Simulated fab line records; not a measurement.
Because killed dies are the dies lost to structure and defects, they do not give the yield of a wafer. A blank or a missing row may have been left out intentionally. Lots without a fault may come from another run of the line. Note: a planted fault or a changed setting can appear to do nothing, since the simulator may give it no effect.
Which tool did it? | flow rit_cmos | 13 lots, 39 wafers sampled, at 2 steps of a route of 202

WHAT THE GAUGES READ, wafer by wafer
RIT_CONTACT_THK_MEAS_01. Usual: for CONTACT_TEOS_THK the level is 400 nm and the standard deviation is 5.1.
lot  | measured    | on            | CONTACT_TEOS_THK (nm) | flag
L108 | day 3 07:25 | film_metro-04 | 396 405 402           |
L109 | day 3 15:04 | film_metro-04 | 391 399 400           |
L110 | day 3 19:47 | film_metro-01 | 393 396 401           |
L111 | day 3 21:39 | film_metro-02 | 397 395 402           |
L116 | day 5 05:43 | film_metro-04 | 406 409 410           |
L118 | day 5 11:59 | film_metro-04 | 406 403 411           |
L122 | day 6 05:23 | film_metro-04 | 392 351 356           | OFF
L123 | day 6 10:12 | film_metro-04 | 394 395 401           |
L126 | day 7 03:01 | film_metro-02 | 398 406 406           |
L127 | day 7 08:50 | film_metro-04 | 405 398 394           |
L128 | day 7 14:22 | film_metro-04 | 399 402 406           |
L130 | day 8 03:44 | film_metro-01 | 402 406 410           |
L131 | day 8 07:19 | film_metro-04 | 394 396 401           |

WHICH TOOL RAN EACH LOT (tool, then ch and the chambers of the sampled wafers, then the start)
lot  | RIT_CONTACT_CVD_00
L108 | pecvd-04 ch 1,2, day 3 07:21
L109 | pecvd-02 ch 0,1,2, day 3 15:01
L110 | pecvd-03 ch 0,2, day 3 19:44
L111 | pecvd-04 ch 1,2, day 3 21:36
L116 | pecvd-03 ch 0,2, day 5 05:38
L118 | pecvd-04 ch 0,2, day 5 11:56
L122 | pecvd-03 ch 0,2, day 6 05:20
L123 | pecvd-04 ch 0,2, day 6 10:08
L126 | pecvd-04 ch 0,1, day 7 02:58
L127 | pecvd-02 ch 0,1,2, day 7 08:47
L128 | pecvd-04 ch 0,1,2, day 7 14:19
L130 | pecvd-02 ch 0,1, day 8 03:41
L131 | pecvd-04 ch 0,1, day 8 07:16
- RIT_CONTACT_CVD_00: deposits SiO2 from TEOS, target thk 400 nm, time 61 s.

WHAT THE TOOLS THEMSELVES READ (means of the sampled wafers that have a number; where no wafer has one, the mark that the record gives instead)
RIT_CONTACT_CVD_00. Usual: heater_power_w reads 323 W (standard deviation 40).
lot  | tool     | heater_power_w (W) | flag
L108 | pecvd-04 | 372                |
L109 | pecvd-02 | 334                |
L110 | pecvd-03 | 354                |
L111 | pecvd-04 | 342                |
L116 | pecvd-03 | 337                |
L118 | pecvd-04 | 314                |
L122 | pecvd-03 | 329                |
L123 | pecvd-04 | 347                |
L126 | pecvd-04 | 343                |
L127 | pecvd-02 | 321                |
L128 | pecvd-04 | 328                |
L130 | pecvd-02 | 344                |
L131 | pecvd-04 | 306                |

THE ANSWER, worked out from the rows above alone
Rule: lot off if the mean of its wafers having a number is beyond 3 standard deviations from the usual mean. Also off: a lot with no number at a reading for which 4 or more lots have one. Any other lot the step has rows for is counted as sound. The gauges are gone through in route order, then the tools' own readings, and for those a lot's mean is taken as printed above. The first step at which some lot is off is used, and at that step the reading that is off furthest; a lot without a number counts as furthest.
Off: L122, seen at RIT_CONTACT_THK_MEAS_01 (CONTACT_TEOS_THK).
A tool fits if, at a process step before that reading, it ran every lot that is off, and no sound lot after the first of them. Gauges at RIT_CONTACT_THK_MEAS_01: tried the same way as those tools. One fits: pecvd-03 at RIT_CONTACT_CVD_00. A fault onset in the window from L116 (day 5 05:38, its last sound lot) to L122 (day 6 05:20, its first lot off) fits.

WHAT THE SIMULATOR HAD PUT IN
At RIT_CONTACT_CVD_00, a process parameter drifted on pecvd-03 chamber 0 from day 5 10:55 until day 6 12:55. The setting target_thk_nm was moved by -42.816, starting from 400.
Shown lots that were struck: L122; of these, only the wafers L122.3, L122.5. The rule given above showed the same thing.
